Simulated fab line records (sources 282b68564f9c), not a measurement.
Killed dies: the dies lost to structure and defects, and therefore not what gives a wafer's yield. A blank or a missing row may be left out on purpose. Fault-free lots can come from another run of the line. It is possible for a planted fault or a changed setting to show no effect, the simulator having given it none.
The same fault as seen by 2 desks	flow ritCmos	what lay behind the numbers comes last; until then each desk has only its own

FOR THE TOOL OWNER'S DESK: implanter-04
For each lot that ran on this tool, the mean over its sampled wafers that have a number, from the tool's own readings at RIT_PSD_IMPLANT_08. If a lot's mean is further than 4 standard deviations from the usual mean, the lot is out of limits and carries the mark OUT (the distance appears in the brackets).
Columns: A = beamOnS at RIT_PSD_IMPLANT_08, usual 12.4 s; B = endStationPressureTorr at RIT_PSD_IMPLANT_08, usual 1.47e-05 Torr; C = faradayCurrentUA at RIT_PSD_IMPLANT_08, usual 12414
lot	first seen here	A	B	C
L463	day 3 07:12	11.6	1.57e-05	13246
L465	day 3 17:58	11.6	1.54e-05	13213
L473	day 5 14:01	11.5	1.56e-05	13262
L474	day 5 17:09	11.8	1.56e-05	12885
L475	day 5 19:20	15.9 (+4.3) OUT	1.06e-04 (+83) OUT	10133
L476	day 5 23:48	15.8 (+4.2) OUT	1.09e-04 (+86) OUT	10168
Finding of this desk: L475, L476 out of limits; the first was L475 at day 5 19:20, on beamOnS at RIT_PSD_IMPLANT_08. In limits: L463, L465, L473, L474.

THE METROLOGY DESK
Means of the sampled wafers that have a number, per lot and without regard to the tool the lot ran on: this is what the gauges read. If a lot's mean is further than 4 standard deviations from the usual mean, the lot is out of limits and carries the mark OUT (the distance appears in the brackets).
Columns: A = PSD_TW at RIT_PSD_TW_MEAS_10, usual 3445; B = PSD_RS at RIT_SDANNEAL_RS_MEAS_04, usual 115.8 ohm/sq
lot	first seen here	A	B
L463	day 3 07:31	3445	115.7
L465	day 3 18:16	3438	115.6
L466	day 3 22:00	3468	115.6
L468	day 4 09:51	3468	116.1
L469	day 4 16:34	3442	116.3
L470	day 4 19:04	3451	116.0
L473	day 5 14:20	3462	116.2
L474	day 5 17:27	3476	116.1
L475	day 5 19:37	3497	112.4 (-11) OUT
L476	day 6 00:06	3531 (+4.8) OUT	111.8 (-13) OUT
L478	day 6 13:07	3459	115.3
L480	day 7 02:52	3429	115.4
L482	day 8 02:54	3430	116.2
L485	day 9 00:12	3446	115.6
This desk reports L475, L476 out of limits; the earliest was L475 at day 5 20:07 (PSD_RS at RIT_SDANNEAL_RS_MEAS_04). In limits: L463, L465, L466, L468, L469, L470, L473, L474, L478, L480, L482, L485.

TAKEN TOGETHER
On L475, L476, at day 5 19:20, an alarm was possible from the tool owner's desk.
An alarm was possible from the metrology desk at day 5 20:07, on L475, L476.
On implanter-04, each named lot ran RIT_PSD_IMPLANT_08.

WHAT HAD BEEN PUT IN BY THE SIMULATOR
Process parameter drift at RIT_PSD_IMPLANT_08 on implanter-04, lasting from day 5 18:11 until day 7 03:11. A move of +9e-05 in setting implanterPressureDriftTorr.
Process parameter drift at RIT_PSD_IMPLANT_08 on implanter-04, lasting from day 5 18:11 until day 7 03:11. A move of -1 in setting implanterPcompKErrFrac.
Shown lots that were struck: L475, L476.
Counting hours from when the fault started, the first reading out of limits came at 1 for the tool owner's desk and at 2 for the metrology desk.
